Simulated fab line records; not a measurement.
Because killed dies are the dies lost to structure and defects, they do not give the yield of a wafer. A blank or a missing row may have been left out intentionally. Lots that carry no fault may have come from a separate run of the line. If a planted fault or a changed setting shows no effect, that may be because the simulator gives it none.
Problem report, 8D (eight disciplines) form, completed by code | flow rit-cmos | the parts of the form that need people (team, actions taken, sign-off) are left out

== 1. PROBLEM STATEMENT ==
At RIT_M1_PROBE_99, killed-at-front-end averages 27.0 over 2 wafers from 2 lots, while fault-free wafers read 6.6, standard deviation 2.9. Measured from the usual mean, that is +7.0 standard deviations.
First observed at day 6 03:50: wafer L667.1, on prober-02. At this step, 6 wafers from 2 lots have a number in the record. By rule, "out" or "out of limits" means more than 4 standard deviations away from the usual mean. Any other wafer with a number is counted as sound.

== 2. WHAT IT IS, AND WHAT IT ISN'T ==
question                    | is                               | is not
which readings at this step | killed-at-front-end, killed-dies | killed-at-contacts, killed-open, killed-short
which lots                  | L667, L668                       | -
which wafers of those lots  | L667.1, L668.4                   | L667.2, L667.4, L668.3, L668.5
read on which tools         | prober-01, prober-02             | -
when                        | from day 6 03:50                 | up to then (0 sound wafers); but 4 sound wafers of L667, L668 came after

== 3. THE SUSPECTS, EACH WITH WHAT RULES IT OUT ==
Counting: a tool at a process step up to the reading stays a suspect if it ran every lot that is out. Sound lots after the first of them don't rule it out here, since some wafers of a struck lot are sound.
- plasma-asher-04 at RIT_PLDD_STRIP_09 (strips in O2, time 180 s): kept. It ran every lot that is out, first L667 (day 5 11:46).
- Within plasma-asher-04 at RIT_PLDD_STRIP_09: the wafers that are out ran in chamber 1; their sound lot-mates ran in chamber 0.
Left after counting: plasma-asher-04 at RIT_PLDD_STRIP_09.

== 4. THE CAUSE (what the simulator had put in) ==
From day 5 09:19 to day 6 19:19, plasma-asher-04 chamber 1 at RIT_PLDD_STRIP_09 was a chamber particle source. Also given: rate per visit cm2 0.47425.
After counting, this tool was the only one left.

== 5. THE CHAIN OF EFFECTS, in route order ==
Each row: a reading where the mean over the struck wafers with a number is more than 3 standard deviations away from the usual. Only readings for which the record gives a usual standard deviation are gone through. hours: the time from each lot's start at the first step in this table that gives one to its start at this step, as a median over the lots. sigmas: the change in usual standard deviations.
hours | step            | reading             | usual | on struck wafers | change | sigmas
0     | RIT_M1_PROBE_99 | killed-at-front-end | 6.6   | 27.0             | +20.4  | +7.0
0     | RIT_M1_PROBE_99 | killed-dies         | 6.6   | 27.0             | +20.4  | +6.8
0     | RIT_M1_PROBE_99 | killed-on-rim       | 1.7   | 8.0              | +6.3   | +4.5
Process steps it contains:
- RIT_M1_PROBE_99

== 6. HOW IT WOULD HAVE BEEN CAUGHT EARLIER ==
First out-of-limits reading in this record: day 6 03:50, which is 19 hours after fault onset at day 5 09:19.
An alarm limit of 4 standard deviations would not have fired on the tool readings at RIT_PLDD_STRIP_09 for which the record gives a usual standard deviation, since none of them was out on any struck wafer.
The start of RIT_PLDD_STRIP_09 on plasma-asher-04 came by day 6 03:50 for every one of the lots that are out (2). Holding the tool at that point would not have protected any of them.
